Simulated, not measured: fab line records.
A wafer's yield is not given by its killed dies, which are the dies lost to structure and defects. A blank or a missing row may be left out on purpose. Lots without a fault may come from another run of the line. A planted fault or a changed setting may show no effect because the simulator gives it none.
Struck lot and sound lot, side by side ; flow berkeley cmos170 ; 15 steps out of a route of 331
Sound: the wafers L514.3, L514.5, L514.6. Struck: wafers L521.1, L521.3 (left out: L521.2, a lot-mate that was not struck); the cause follows at the end.
At each step with rows: each side's tool, then ch and its chambers, then its first start. Under that, the readings that differ: sound wafers ; struck wafers ; difference of the means ; sigmas: that difference in standard deviations of wafers without a fault.
alike: words and numbers the same on both sides, and readings whose means are apart by under 2 such deviations; not compared: readings that were withheld, readings missing a value for some wafer, numbers with overlapping values and no deviation given by the record, and bounds like >300 which may hide the same value.
Wherever a step has rows on one side only, a row that says differs or no value, or a row with sigmas, the two part there. When numbers do not overlap yet have no deviation, they are printed without sigmas and do not part them. A reading missing from all wafers of one side parts the sides only when that side holds two or more wafers.

UCB170_M1_SPUTTER_00: material Al, target thk 600 nm, time 80 s.
  sound on pvd sputter-01, day 8 19:22; struck on pvd sputter-01, day 10 09:17
  alike: cathode dc power W, throttle valve pct
UCB170_M1_RS_MEAS_01: a four-point-probe measurement.
  sound on film metro-01, day 8 19:28; struck on film metro-03, day 10 09:20
  alike: M1_AL_RS
UCB170_M1_THK_MEAS_02: measures by xrf.
  sound on film metro-01, day 8 19:34; struck on film metro-03, day 10 09:28
  alike: M1_AL_THK
then, 6 steps without rows for these wafers: UCB170_M1_COAT_03; UCB170_M1_COAT_04 (resist thk 900 nm); UCB170_M1_SOFTBAKE_05 (time 60 s); UCB170_M1_EXPOSE_06 (exposes mask METAL1, target cd 700 nm); UCB170_M1_PEB_07; UCB170_M1_DEVELOP_08 (develop time 45 s).
UCB170_M1_CD_MEAS_09: the cd target is 700 nm.
  sound on cd sem-02, day 8 21:20; struck on cd sem-01, day 10 10:22
  alike: cd nm
UCB170_M1_OVL_MEAS_10:
  sound on overlay-02, day 8 21:26; struck on overlay-02, day 10 10:29
  alike: M1_OVL
UCB170_M1_ETCH_11: etches BARC in N2/H2.
  sound on rie diel-04 ch 0,2,3, day 8 21:28; struck on rie diel-04 ch 0,2, day 10 10:31
  alike: drypump motor current A, oes product au, throttle valve pct
UCB170_M1_METAL_ETCH_12: etches Al in Cl2/BCl3, stops on PSG, target depth 780 nm, time 130 s.
  sound on rie metal-04 ch 0,1, day 8 21:33; struck on rie metal-04 ch 1, day 10 10:34
reading;sound;struck;difference;sigmas
oes product au (a.u.);0.889 0.856 0.877;0.792 0.789;-0.084;-4
over etch frac;0.3 0.3 0.3;0.49488 0.49488;+0.19488;
model.KrF_of_M1_COAT_04.thk nm (nm);446.5 457.3 449.1;384.6 387.8;-64.8;
model.M1.cd nm (nm);699.9 702.1 699.6;695.1 695.1;-5.4;
  alike: drypump motor current A, mfc cl2 sccm, throttle valve pct
  not compared: rf hours counter h
UCB170_M1_STRIP_13: strips in O2.
  sound on plasma asher-04 ch 0,1, day 8 21:40; struck on plasma asher-03 ch 0,1, day 10 10:42
  alike: drypump motor current A, oes product au
  not compared: rf hours counter h
UCB170_M3_PROBE_99:
  rows exist in the record for the sound wafers here (prober-01, day 9 14:34), none for the struck ones

== WHERE THEY PART ==
Earliest at UCB170_M1_METAL_ETCH_12; latest, in this record, at UCB170_M3_PROBE_99.

WHY: what the simulator had put in
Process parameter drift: rie metal-04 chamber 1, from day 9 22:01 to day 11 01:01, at UCB170_M1_METAL_ETCH_12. Setting over etch frac, moved by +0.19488, from 0.3. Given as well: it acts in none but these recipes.
